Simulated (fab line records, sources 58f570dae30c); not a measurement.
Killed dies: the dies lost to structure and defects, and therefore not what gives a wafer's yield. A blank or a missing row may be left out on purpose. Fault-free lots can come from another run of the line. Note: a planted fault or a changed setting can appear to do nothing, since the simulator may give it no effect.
Which tool was responsible? ; flow berkeley cmos170 ; 14 lots with 42 wafers sampled at 3 steps, on a route of 331 steps

== WHAT EACH GAUGE READ, for each wafer ==
UCB170_PLDD_TW_MEAS_11. Usual: for PLDD_TW the level is 1009 and the standard deviation is 3.8.
lot;measured;on;PLDD_TW;flag
L756;day 8 00:44;film metro-03;1007 1011 1011;
L755;day 8 01:17;film metro-01;1006 1006 1005;
L760;day 8 05:18;film metro-01;1010 1007 1010;
L759;day 8 06:09;film metro-04;963 961 960;OFF
L758;day 8 06:18;film metro-01;1010 1007 1005;
L764;day 8 23:58;film metro-04;966 958 964;OFF
L768;day 10 11:35;film metro-03;1014 1014 1014;
L769;day 10 23:31;film metro-04;1009 1009 1007;
L771;day 10 23:46;film metro-01;1013 1014 1011;
L772;day 11 00:04;film metro-03;1006 1011 1006;
L774;day 11 00:10;film metro-04;1015 1008 1012;
L773;day 11 00:22;film metro-03;1007 1006 1005;
L777;day 12 00:22;film metro-03;1002 1006 1002;
L776;day 12 00:51;film metro-03;996 1003 1001;

UCB170_SDANNEAL_RS_MEAS_04: measures by four-point-probe. Usual: for PLDD_RS the level is 1032 ohm/sq and the standard deviation is 3.
lot;measured;on;PLDD_RS (ohm/sq);flag
L756;day 8 19:37;film metro-04;1033 1031 1030;
L755;day 8 20:05;film metro-03;1036 1036 1032;
L760;day 8 21:20;film metro-04;1035 1032 1033;
L759;day 8 22:45;film metro-04;1044 1044 1044;OFF
L758;day 8 22:04;film metro-03;1033 1034 1034;
L764;day 9 16:27;film metro-03;1045 1049 1045;OFF
L768;day 11 03:08;film metro-03;1035 1034 1032;
L769;day 11 13:43;film metro-03;1028 1027 1028;
L771;day 11 14:06;film metro-04;1031 1029 1030;
L772;day 11 14:38;film metro-01;1034 1029 1030;
L774;day 11 14:08;film metro-01;1032 1035 1038;
L773;day 11 15:01;film metro-04;1034 1032 1033;
L777;day 12 16:04;film metro-04;1033 1033 1037;
L776;day 12 15:49;film metro-03;1033 1029 1028;

== TOOL THAT RAN EACH LOT (tool first, then ch and the chambers of the sampled wafers, then the start) ==
lot;UCB170_PLDD_IMPLANT_09
L756;implanter-01 ch 0, day 8 00:29
L755;implanter-02 ch 0, day 8 01:04
L760;implanter-01 ch 0, day 8 05:03
L759;implanter-01 ch 0, day 8 05:56
L758;implanter-02 ch 0, day 8 06:03
L764;implanter-01 ch 0, day 8 23:43
L768;implanter-03 ch 0, day 10 11:20
L769;implanter-03 ch 0, day 10 23:16
L771;implanter-02 ch 0, day 10 23:31
L772;implanter-02 ch 0, day 10 23:49
L774;implanter-03 ch 0, day 10 23:57
L773;implanter-02 ch 0, day 11 00:07
L777;implanter-03 ch 0, day 12 00:07
L776;implanter-02 ch 0, day 12 00:38
- UCB170_PLDD_IMPLANT_09

== WHAT THE TOOLS THEMSELVES READ (means of the sampled wafers that have a number; where no wafer has one, the mark that the record gives instead) ==
UCB170_PLDD_IMPLANT_09. Usual: beam energy keV 10.000, standard deviation 0.0029; beam on s 10.01 s, standard deviation 0.18; faraday current uA 158.5, standard deviation 2.8.
lot;tool;beam energy keV;beam on s (s);faraday current uA;flag
L756;implanter-01;10.003;9.99;159.0;
L755;implanter-02;10.001;9.98;159.3;
L760;implanter-01;9.996;10.03;158.2;
L759;implanter-01;6.998;16.74;94.6;OFF
L758;implanter-02;10.003;9.88;160.6;
L764;implanter-01;6.999;16.56;95.6;OFF
L768;implanter-03;10.005;10.15;156.1;
L769;implanter-03;10.000;10.15;156.6;
L771;implanter-02;10.001;9.95;158.7;
L772;implanter-02;9.999;10.16;156.0;
L774;implanter-03;9.998;9.85;160.8;
L773;implanter-02;10.001;9.97;159.3;
L777;implanter-03;10.001;10.06;157.6;
L776;implanter-02;9.999;9.95;159.7;

== THE ANSWER, worked out from the rows above alone ==
Rule: lot off if the mean of its wafers having a number is beyond 3 standard deviations from the usual mean. Also off: a lot with no number at a reading for which 4 or more lots have one. All remaining lots with rows at the step are treated as sound. Order of review: gauges by route order, followed by the tools' own readings, for which a lot's mean as printed above is used. At the first step where some lot is off, the reading lying furthest off is the one used; lots without a number count as furthest.
Off: at UCB170_PLDD_TW_MEAS_11 (PLDD_TW), L759, L764.
If a tool, at a process step before that reading, ran all the lots that are off and no sound lot after the first of them, it fits. Not tried: the gauges at UCB170_PLDD_TW_MEAS_11; whatever is off there is also off at UCB170_PLDD_IMPLANT_09, on other tools, and gauge error can't account for it. One candidate fits, namely implanter-01 at UCB170_PLDD_IMPLANT_09. A fault onset in the window from L760 (day 8 05:03, its last sound lot) to L759 (day 8 05:56, its first lot off) fits.
The tool's own readings at UCB170_PLDD_IMPLANT_09 bear it out: on the lots that are off they differ by more than 5 times the standard deviation of the sound lots' means. beam energy keV reads 6.998 there against 10.001 on the sound lots; beam on s reads 16.65 s there against 10.01 s on the sound lots; faraday current uA reads 95.1 there against 158.5 on the sound lots.

== WHAT THE SIMULATOR HAD PUT IN ==
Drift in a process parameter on implanter-01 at UCB170_PLDD_IMPLANT_09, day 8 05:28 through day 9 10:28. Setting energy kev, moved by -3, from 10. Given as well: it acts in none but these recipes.
Struck lots among those shown: L759, L764. Same finding as the rule above.
